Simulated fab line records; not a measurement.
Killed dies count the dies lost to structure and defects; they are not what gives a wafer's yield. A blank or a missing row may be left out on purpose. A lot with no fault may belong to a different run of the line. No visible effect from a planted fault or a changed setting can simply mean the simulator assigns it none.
Which tool was responsible? + flow rit-cmos + 15 lots with 45 wafers sampled at 3 steps, on a route of 202 steps

WHAT THE GAUGES READ, wafer by wafer
RIT_PSD_TW_MEAS_10. Usual: PSD_TW gives 3417 (standard deviation 31).
| lot  | measured    | on            | PSD_TW         | flag |
|------|-------------|---------------|----------------|------|
| L519 | day 3 02:53 | film-metro-03 | 3469 3465 3479 |      |
| L520 | day 3 08:52 | film-metro-01 | 3428 3415 3423 |      |
| L521 | day 3 12:48 | film-metro-01 | 3438 3438 3446 |      |
| L522 | day 3 18:41 | film-metro-02 | 3357 3363 3352 |      |
| L524 | day 4 06:02 | film-metro-02 | 3401 3381 3390 |      |
| L525 | day 4 07:52 | film-metro-03 | 2646 2665 2642 | OFF  |
| L527 | day 4 21:55 | film-metro-03 | 2633 2651 2636 | OFF  |
| L529 | day 5 11:13 | film-metro-03 | 2638 2648 2651 | OFF  |
| L531 | day 5 23:40 | film-metro-01 | 3391 3391 3384 |      |
| L533 | day 6 05:52 | film-metro-01 | 3438 3407 3419 |      |
| L537 | day 6 22:28 | film-metro-02 | 3390 3374 3363 |      |
| L536 | day 7 05:20 | film-metro-01 | 3407 3370 3391 |      |
| L538 | day 7 06:57 | film-metro-03 | 3425 3427 3410 |      |
| L541 | day 8 02:20 | film-metro-03 | 3449 3436 3447 |      |
| L542 | day 8 04:34 | film-metro-02 | 3385 3402 3378 |      |

RIT_SDANNEAL_RS_MEAS_04: uses a four-point probe to measure. Usual: PSD_RS gives 115.90 ohm/sq (standard deviation 0.29).
| lot  | measured    | on            | PSD_RS (ohm/sq)      | flag |
|------|-------------|---------------|----------------------|------|
| L519 | day 3 03:23 | film-metro-03 | 115.80 115.71 115.95 |      |
| L520 | day 3 09:22 | film-metro-03 | 115.81 115.60 115.23 |      |
| L521 | day 3 13:17 | film-metro-02 | 116.29 116.25 116.16 |      |
| L522 | day 3 19:11 | film-metro-03 | 115.81 115.60 115.48 |      |
| L524 | day 4 06:32 | film-metro-03 | 115.90 115.85 116.25 |      |
| L525 | day 4 08:25 | film-metro-03 | 150.65 149.23 149.27 | OFF  |
| L527 | day 4 22:30 | film-metro-02 | 151.32 150.44 151.64 | OFF  |
| L529 | day 5 11:43 | film-metro-02 | 155.08 153.31 152.99 | OFF  |
| L531 | day 6 00:09 | film-metro-02 | 116.29 116.26 116.32 |      |
| L533 | day 6 06:22 | film-metro-03 | 115.65 115.94 115.63 |      |
| L537 | day 6 22:58 | film-metro-01 | 116.40 116.09 116.19 |      |
| L536 | day 7 05:51 | film-metro-01 | 116.35 116.04 116.08 |      |
| L538 | day 7 07:29 | film-metro-03 | 115.83 115.63 115.82 |      |
| L541 | day 8 02:50 | film-metro-01 | 116.26 115.97 116.03 |      |
| L542 | day 8 05:05 | film-metro-02 | 116.20 116.05 115.81 |      |

TOOL THAT RAN EACH LOT (tool first, then ch and the chambers of the sampled wafers, then the start)
| lot  | RIT_PSD_IMPLANT_08             |
|------|--------------------------------|
| L519 | implanter-01 ch 0, day 3 02:34 |
| L520 | implanter-01 ch 0, day 3 08:34 |
| L521 | implanter-04 ch 0, day 3 12:28 |
| L522 | implanter-03 ch 0, day 3 18:22 |
| L524 | implanter-03 ch 0, day 4 05:44 |
| L525 | implanter-03 ch 0, day 4 07:32 |
| L527 | implanter-03 ch 0, day 4 21:37 |
| L529 | implanter-03 ch 0, day 5 10:53 |
| L531 | implanter-04 ch 0, day 5 23:20 |
| L533 | implanter-01 ch 0, day 6 05:34 |
| L537 | implanter-04 ch 0, day 6 22:09 |
| L536 | implanter-04 ch 0, day 7 05:02 |
| L538 | implanter-04 ch 0, day 7 06:39 |
| L541 | implanter-03 ch 0, day 8 02:01 |
| L542 | implanter-03 ch 0, day 8 04:17 |
- RIT_PSD_IMPLANT_08

WHAT THE TOOLS THEMSELVES READ (means of the sampled wafers that have a number; where no wafer has one, the mark that the record gives instead)
RIT_PSD_IMPLANT_08. Usual: beam-on-s 11.7 s, standard deviation 0.42; dose-ions-cm2 4.999e+15, standard deviation 6.4e+12; end-station-pressure-torr 1.53e-05 Torr, standard deviation 8e-07; faraday-current-uA 13042, standard deviation 450.
| lot  | tool         | beam-on-s (s) | dose-ions-cm2 | end-station-pressure-torr (Torr) | faraday-current-uA | flag |
|------|--------------|---------------|---------------|----------------------------------|--------------------|------|
| L519 | implanter-01 | 12.3          | 4.999e+15     | 1.50e-05                         | 12511              |      |
| L520 | implanter-01 | 12.5          | 4.993e+15     | 1.52e-05                         | 12284              |      |
| L521 | implanter-04 | 11.6          | 5.001e+15     | 1.50e-05                         | 13171              |      |
| L522 | implanter-03 | 11.6          | 5.009e+15     | 1.56e-05                         | 13230              |      |
| L524 | implanter-03 | 11.5          | 5.001e+15     | 1.55e-05                         | 13298              |      |
| L525 | implanter-03 | 10.1          | 1.004e+15     | 7.13e-06                         | 3090               | OFF  |
| L527 | implanter-03 | 10.1          | 1.006e+15     | 7.33e-06                         | 3096               | OFF  |
| L529 | implanter-03 | 10.0          | 1.002e+15     | 7.70e-06                         | 3137               | OFF  |
| L531 | implanter-04 | 11.4          | 4.998e+15     | 1.52e-05                         | 13359              |      |
| L533 | implanter-01 | 12.5          | 4.998e+15     | 1.50e-05                         | 12315              |      |
| L537 | implanter-04 | 11.5          | 5.000e+15     | 1.56e-05                         | 13303              |      |
| L536 | implanter-04 | 11.7          | 4.993e+15     | 1.50e-05                         | 13119              |      |
| L538 | implanter-04 | 11.5          | 5.002e+15     | 1.53e-05                         | 13366              |      |
| L541 | implanter-03 | 11.6          | 4.999e+15     | 1.59e-05                         | 13245              |      |
| L542 | implanter-03 | 11.4          | 4.991e+15     | 1.57e-05                         | 13391              |      |

THE ANSWER, worked out from the rows above alone
Rule: a lot is off if the mean of its wafers that have a number lies more than 3 standard deviations from the usual mean. A lot without any number at a reading at which 4 lots or more have one is off too. The other lots that the step has rows for count as sound. Order of review: gauges by route order, followed by the tools' own readings, for which a lot's mean as printed above is used. The first step at which some lot is off is used, and at that step the reading that is off furthest; a lot without a number counts as furthest.
Off: L525, L527, L529, seen at RIT_PSD_TW_MEAS_10 (PSD_TW).
If a tool, at a process step before that reading, ran all the lots that are off and no sound lot after the first of them, it fits. Not tried: the gauges at RIT_PSD_TW_MEAS_10; whatever is off there is also off at RIT_PSD_IMPLANT_08, on other tools, and gauge error can't account for it. No candidate that was tried fits.

WHAT THE SIMULATOR HAD PUT IN
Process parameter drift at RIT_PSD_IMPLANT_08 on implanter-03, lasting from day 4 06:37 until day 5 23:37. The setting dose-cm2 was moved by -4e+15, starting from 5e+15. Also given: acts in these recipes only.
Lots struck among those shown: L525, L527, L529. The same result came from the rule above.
